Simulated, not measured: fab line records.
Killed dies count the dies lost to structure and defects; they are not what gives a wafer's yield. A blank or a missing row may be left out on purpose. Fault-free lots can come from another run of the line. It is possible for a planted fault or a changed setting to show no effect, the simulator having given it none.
fab line records    flow rit_cmos    part 2 of 2: steps 26 to 37 of 37
record: lots: 5  wafers: 15  last_day: 7
route steps=202 shown SPACER@128 NSD@131 PSD@142 SDANNEAL@153 PLDD@159 NLDD@160 SILICIDE@161
lots untouched by any fault: they come from a run of this same line in which no faults occurred
start_h: hours from the record's opening day to when the first of the lot's shown wafers began    wait_h: hours from the lot's prior step to this one    " identical to the entry in the row above    L1.1+2: a single row standing in for several wafers    - value missing, or start not given    * or withheld: withheld    < > ~ a bound
route shown NAME@n: names a module that has steps shown in the file, with the first one's number in the route    usual: average and standard deviation across the fault-free wafers    same: alike in all rows    chamber/n: place in a boat    sites: the reading at each site    _std_site: the values' standard deviation    _edge_site: outer sites' mean less inner sites'    radius_mm: for every site, how far away it sits from the centre of the wafer    mask NAME#n: copy n    behind: the most recent tool/chamber to have shaped the wafer    hold: why the lot went on hold/how many hours it stayed there/how the hold came to an end    device: names the non-switching transistor (n, p or np)    end of line: tests run on the same wafers once the route is complete    where a step has no rows: the recipe by itself    killed: dies lost to structure and defects at the first sort, not the wafer's yield    map: dies across one wafer; x = killed, . = not, _ = none there
set.NAME: the run value of the setting; set.NAME@STEP: its run value at that earlier step    model.NAME: the simulator's own value behind a step, which no gauge read
lots at selected steps of the route; one table per step, one row per wafer
services: from which hour (start_h, from the record's first day; less than 0 if before it) a tool's chamber was out of use, for how many hours, and why
== steps ==
step: RIT_SDANNEAL_CLEAN_00
recipe: chemistry: SC1  mix: 3:3:50  time_s: 600  temp_c: 73.87
usual: bath_guard_temp_C: 73.9/0.37
lot.wafer  tool          chamber  start_h  wait_h  bath_guard_temp_C
L087.2     wet_bench-03  3        115.08   0.0     74.0
L087.3     "             3        "        "       74.2
L087.5     "             3        "        "       74.1
L092.1     wet_bench-03  0        144.63   0.1     74.1
L092.3     "             0        "        "       73.7
L092.6     "             0        "        "       73.7
L093.1     wet_bench-03  2        158.12   0.1     73.7
L093.4     "             2        "        "       73.8
L093.6     "             2        "        "       73.8
L095.1     wet_bench-02  2        162.64   0.1     74.4
L095.5     "             2        "        "       73.7
L095.6     "             2        "        "       74.2
L097.3     wet_bench-02  2        170.88   0.0     73.8
L097.4     "             2        "        "       74.5
L097.5     "             2        "        "       73.7
step: RIT_SDANNEAL_CLEAN_01
recipe: chemistry: dHF  dilution: 50:1  time_s: 30
lot.wafer   tool          chamber  start_h  wait_h
L087.2+3+5  wet_bench-01  1        115.25   0.0
L092.1+3+6  wet_bench-02  2        144.80   0.0
L093.1+4+6  wet_bench-01  3        158.29   0.0
L095.1+5+6  wet_bench-03  2        162.83   0.0
L097.3+4+5  wet_bench-01  1        171.07   0.0
step: RIT_SDANNEAL_CLEAN_02
recipe: chemistry: SC2  mix: 3:3:50  time_s: 600  temp_c: 75  dry: n2_spin
usual: bath_guard_temp_C: 74.9/0.36
lot.wafer  tool          chamber  start_h  wait_h  bath_guard_temp_C
L087.2     wet_bench-03  0        115.27   0.0     75.2
L087.3     "             0        "        "       75.0
L087.5     "             0        "        "       74.9
L092.1     wet_bench-01  1        144.82   0.0     74.6
L092.3     "             1        "        "       74.5
L092.6     "             1        "        "       74.7
L093.1     wet_bench-03  2        158.32   0.0     75.0
L093.4     "             2        "        "       75.1
L093.6     "             2        "        "       74.8
L095.1     wet_bench-02  1        162.85   0.0     74.6
L095.5     "             1        "        "       74.5
L095.6     "             1        "        "       74.6
L097.3     wet_bench-03  1        171.09   0.0     75.6
L097.4     "             1        "        "       75.6
L097.5     "             1        "        "       75.5
step: RIT_SDANNEAL_RTA_03
recipe: temp_c: 1050  time_s: 5  idle_temp_c: 600  ramp_up_c_per_s: 342  ramp_down_c_per_s: 171  cool_to_c: 600  ambient: N2
usual: wafer_temp_C_max: 1053.5/1.2
lot.wafer  tool           chamber  start_h  wait_h  wafer_temp_C_max
L087.2     rtp_anneal-01  0        115.45   0.0     1054.6
L087.3     "              0        "        "       1052.0
L087.5     "              0        "        "       1055.1
L092.1     rtp_anneal-02  0        145.01   0.0     1054.7
L092.3     "              0        "        "       1052.1
L092.6     "              0        "        "       1052.7
L093.1     rtp_anneal-01  0        158.49   0.0     1055.1
L093.4     "              0        "        "       1053.0
L093.6     "              0        "        "       1052.6
L095.1     rtp_anneal-01  0        163.04   0.0     1053.4
L095.5     "              0        "        "       1052.3
L095.6     "              0        "        "       1055.2
L097.3     rtp_anneal-01  0        171.30   0.0     1055.0
L097.4     "              0        "        "       1052.5
L097.5     "              0        "        "       1053.0
step: RIT_SDANNEAL_RS_MEAS_04
recipe: thk_meas_gauge: four-point-probe
usual: PSD_RS: 115.90/0.28
lot.wafer  tool           chamber  start_h  wait_h  PSD_RS[ohm/sq]
L087.2     film_metro-04  -        115.52   0.1     115.34
L087.3     "              -        "        "       115.41
L087.5     "              -        "        "       115.56
L092.1     film_metro-04  -        145.07   0.0     116.03
L092.3     "              -        "        "       116.18
L092.6     "              -        "        "       116.01
L093.1     film_metro-02  -        158.55   0.0     116.14
L093.4     "              -        "        "       116.28
L093.6     "              -        "        "       116.16
L095.1     film_metro-04  -        163.10   0.0     115.72
L095.5     "              -        "        "       115.85
L095.6     "              -        "        "       115.71
L097.3     film_metro-01  -        171.38   0.1     115.92
L097.4     "              -        "        "       115.78
L097.5     "              -        "        "       116.02
step: RIT_SDANNEAL_RS_MEAS_05
recipe: thk_meas_gauge: four-point-probe
usual: NSD_RS: 84.6/0.31
lot.wafer  tool           chamber  start_h  wait_h  NSD_RS[ohm/sq]
L087.2     film_metro-04  -        115.64   0.1     84.6
L087.3     "              -        "        "       85.0
L087.5     "              -        "        "       84.6
L092.1     film_metro-04  -        145.19   0.1     85.0
L092.3     "              -        "        "       84.5
L092.6     "              -        "        "       84.8
L093.1     film_metro-02  -        158.67   0.1     84.6
L093.4     "              -        "        "       84.6
L093.6     "              -        "        "       84.4
L095.1     film_metro-04  -        163.22   0.1     84.0
L095.5     "              -        "        "       84.2
L095.6     "              -        "        "       84.0
L097.3     film_metro-01  -        171.50   0.1     84.6
L097.4     "              -        "        "       84.2
L097.5     "              -        "        "       84.2
step: RIT_SDANNEAL_RS_MEAS_06
recipe: thk_meas_gauge: four-point-probe
usual: PLDD_RS: 178.6/0.39
lot.wafer  tool           chamber  start_h  wait_h  PLDD_RS[ohm/sq]
L087.2     film_metro-04  -        115.76   0.1     178.6
L087.3     "              -        "        "       178.4
L087.5     "              -        "        "       178.0
L092.1     film_metro-04  -        145.31   0.1     179.4
L092.3     "              -        "        "       179.2
L092.6     "              -        "        "       178.9
L093.1     film_metro-02  -        158.79   0.1     178.5
L093.4     "              -        "        "       178.9
L093.6     "              -        "        "       178.9
L095.1     film_metro-04  -        163.34   0.1     178.0
L095.5     "              -        "        "       178.0
L095.6     "              -        "        "       178.8
L097.3     film_metro-01  -        171.62   0.1     178.3
L097.4     "              -        "        "       178.2
L097.5     "              -        "        "       178.3
step: RIT_SDANNEAL_RS_MEAS_07
recipe: thk_meas_gauge: four-point-probe
usual: NLDD_RS: 151.8/0.5
lot.wafer  tool           chamber  start_h  wait_h  NLDD_RS[ohm/sq]
L087.2     film_metro-04  -        115.88   0.1     151.4
L087.3     "              -        "        "       151.5
L087.5     "              -        "        "       151.8
L092.1     film_metro-04  -        145.43   0.1     152.4
L092.3     "              -        "        "       152.3
L092.6     "              -        "        "       152.5
L093.1     film_metro-02  -        158.91   0.1     151.1
L093.4     "              -        "        "       152.2
L093.6     "              -        "        "       151.5
L095.1     film_metro-04  -        163.46   0.1     151.8
L095.5     "              -        "        "       151.7
L095.6     "              -        "        "       152.2
L097.3     film_metro-01  -        171.74   0.1     151.8
L097.4     "              -        "        "       151.6
L097.5     "              -        "        "       151.2
step: RIT_SILICIDE_WET_ETCH_00
recipe: chemistry: BOE  target: SiO2  target_depth_nm: 14  time_s: 15  dry: n2_spin  dilution: 10:1  temp_c: 21.5
lot.wafer   tool          chamber  start_h  wait_h
L087.2+3+5  wet_bench-04  0        115.98   0.1
L092.1+3+6  wet_bench-01  1        145.55   0.1
L093.1+4+6  wet_bench-04  0        159.03   0.1
L095.1+5+6  wet_bench-01  0        163.58   0.1
L097.3+4+5  wet_bench-01  0        171.82   0.1
step: RIT_SILICIDE_SPUTTER_01
recipe: material: Ti  target_thk_nm: 30  power_w: 350  chamber_pressure_pa: 0.667  gas: Ar  time_s: 240  substrate_temp_c: 25
usual: throttle_valve_pct: 29.9/0.92
lot.wafer  tool            chamber  start_h  wait_h  throttle_valve_pct
L087.2     pvd_sputter-03  -        115.99   0.0     29.9
L087.3     "               -        "        "       28.2
L087.5     "               -        "        "       28.8
L092.1     pvd_sputter-04  -        145.56   0.0     29.1
L092.3     "               -        "        "       30.9
L092.6     "               -        "        "       30.9
L093.1     pvd_sputter-01  -        159.04   0.0     29.6
L093.4     "               -        "        "       30.8
L093.6     "               -        "        "       29.2
L095.1     pvd_sputter-01  -        163.59   0.0     29.1
L095.5     "               -        "        "       29.7
L095.6     "               -        "        "       30.6
L097.3     pvd_sputter-01  -        171.83   0.0     29.7
L097.4     "               -        "        "       30.5
L097.5     "               -        "        "       30.7
step: RIT_SILICIDE_RS_MEAS_02
recipe: thk_meas_gauge: four-point-probe  reads: Ti_of_SILICIDE_SPUTTER_01
usual: SILICIDE_TI_RS: 48.0/0.73
lot.wafer  tool           chamber  start_h  wait_h  SILICIDE_TI_RS[ohm/sq]
L087.2     film_metro-03  -        116.16   0.1     47.0
L087.3     "              -        "        "       46.9
L087.5     "              -        "        "       47.0
L092.1     film_metro-03  -        145.71   0.1     47.3
L092.3     "              -        "        "       47.6
L092.6     "              -        "        "       48.0
L093.1     film_metro-02  -        159.21   0.1     48.4
L093.4     "              -        "        "       48.8
L093.6     "              -        "        "       48.3
L095.1     film_metro-02  -        163.74   0.1     47.9
L095.5     "              -        "        "       47.3
L095.6     "              -        "        "       47.2
L097.3     film_metro-03  -        172.02   0.1     47.9
L097.4     "              -        "        "       48.4
L097.5     "              -        "        "       48.4
step: RIT_SILICIDE_THK_MEAS_03
recipe: thk_meas_gauge: xrf  reads: Ti_of_SILICIDE_SPUTTER_01
usual: SILICIDE_TI_THK: 29.7/0.38
lot.wafer  tool           chamber  start_h  wait_h  SILICIDE_TI_THK[nm]
L087.2     film_metro-03  -        116.27   0.1     30.3
L087.3     "              -        "        "       30.2
L087.5     "              -        "        "       30.3
L092.1     film_metro-03  -        145.83   0.1     30.0
L092.3     "              -        "        "       29.9
L092.6     "              -        "        "       29.6
L093.1     film_metro-02  -        159.33   0.1     29.5
L093.4     "              -        "        "       29.4
L093.6     "              -        "        "       29.8
L095.1     film_metro-02  -        163.86   0.1     29.8
L095.5     "              -        "        "       30.1
L095.6     "              -        "        "       30.1
L097.3     film_metro-03  -        172.12   0.1     29.7
L097.4     "              -        "        "       29.6
L097.5     "              -        "        "       29.4
== services ==
tool              chamber  start_h  hours  kind
wet_bench-01      -        90.80    7.5    repair
wet_bench-04      -        94.48    1.9    pm
rie_diel-03       -        101.04   41.0   repair
iline_stepper-01  -        102.16   5.5    repair
plasma_asher-01   -        105.85   1.3    repair
implanter-02      -        106.58   0.5    repair
plasma_asher-01   -        108.39   19.9   repair
plasma_asher-02   -        108.75   9.0    pm
plasma_asher-02   0        108.75   9.0    vent_cycle
plasma_asher-02   1        108.75   9.0    vent_cycle
iline_stepper-02  0        110.26   -      calibration
lpcvd-02          -        111.80   2.8    pm
implanter-03      -        111.90   3.0    pm
implanter-03      -        115.48   6.8    pm
plasma_asher-02   0        117.75   -      clean
rie_diel-01       3        123.45   7.3    repair
implanter-04      -        134.25   1.2    repair
rie_diel-03       0        136.82   14.8   repair
iline_stepper-01  -        142.98   4.4    pm
iline_stepper-01  -        149.92   3.4    repair
rie_diel-03       2        151.58   -      clean
rie_diel-03       2        151.58   19.4   scheduled_down
rie_diel-03       2        151.58   19.4   vent_cycle
rie_diel-01       -        170.59   2.8    pm
